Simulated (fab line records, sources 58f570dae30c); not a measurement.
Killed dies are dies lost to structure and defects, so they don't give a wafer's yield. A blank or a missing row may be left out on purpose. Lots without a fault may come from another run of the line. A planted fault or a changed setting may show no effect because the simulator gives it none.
Problem report in the 8D (eight disciplines) form, filled by code | flow berkeley_cmos170 | the parts of the form that need people (team, actions taken, sign-off) are left out

1. THE PROBLEM
rf_fwd_power_W at UCB170_V2_ETCH_14 reads a mean of 614.6 W on 6 wafers of 2 lots; wafers without a fault read 698.1 W with a standard deviation of 1.9. That is -44 standard deviations from the usual mean.
The step: etches SiO2 in CHF3/CF4/Ar, stops on Al, target depth 1250 nm, time 291 s.
First seen on wafer L627.1, day 11 21:08, on rie_diel-01. The record holds 42 wafers of 14 lots with a number at this step. Rule for "out", or "out of limits": more than 4 standard deviations from the usual mean. The other wafers with a number count as sound.

2. WHAT IT IS AND WHAT IT IS NOT
question                    | is                     | is not
which readings at this step | rf_fwd_power_W         | drypump_motor_current_A, oes_product_au, throttle_valve_pct
which lots                  | L627, L631             | L614, L615, L620, L621, L623, L624, L625, L626, L629, L630, L632, L636
which wafers of those lots  | all that have a number | -
read on which tools         | rie_diel-01            | rie_diel-03, rie_diel-04
when                        | from day 11 21:08      | up to then (30 sound wafers); but 6 sound wafers of L632, L636 came after

3. SUSPECTS, AND WHAT RULES EACH OUT
Counting: a tool at a process step up to the reading stays a suspect if it ran every lot that is out and no sound lot after the first of them.
- rie_diel-01 at UCB170_V2_ETCH_14 (etches SiO2 in CHF3/CF4/Ar, stops on Al, target depth 1250 nm, time 291 s): kept. It ran every lot that is out, first L627 (day 11 21:08), and no sound lot after that; its last sound lot up to then is L629 (day 11 19:00). Its own readings are out on those wafers: rf_fwd_power_W.
Left after counting: rie_diel-01 at UCB170_V2_ETCH_14.

4. THE CAUSE (what the simulator had put in)
Process parameter drift: rie_diel-01, from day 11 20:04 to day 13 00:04, at UCB170_V2_ETCH_14. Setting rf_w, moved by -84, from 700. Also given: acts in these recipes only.
Counting left only this tool.

5. THE CHAIN OF EFFECTS, in route order
Each row: a reading whose mean over the struck wafers that have a number lies more than 3 standard deviations from the usual. Only readings for which the record gives a usual standard deviation are gone through. hours: the time from each lot's start at the first step in this table that gives one to its start at this step, as a median over the lots. sigmas: the change in usual standard deviations.
hours | step               | reading                  | usual   | on struck wafers | change | sigmas
0     | UCB170_V2_ETCH_14  | rf_fwd_power_W           | 698.1 W | 614.6            | -83.5  | -44
0     | UCB170_V2_STRIP_15 | strip_time_to_endpoint_s | 15.35 s | 15.85            | +0.50  | +4.6
The process steps in it:
- UCB170_V2_ETCH_14: etches SiO2 in CHF3/CF4/Ar, stops on Al, target depth 1250 nm, time 291 s.
- UCB170_V2_STRIP_15: strips in O2.

6. WHAT WOULD HAVE CAUGHT IT SOONER
In this record the first reading out of limits was taken at day 11 21:08, 1 hour after the fault began at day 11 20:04.
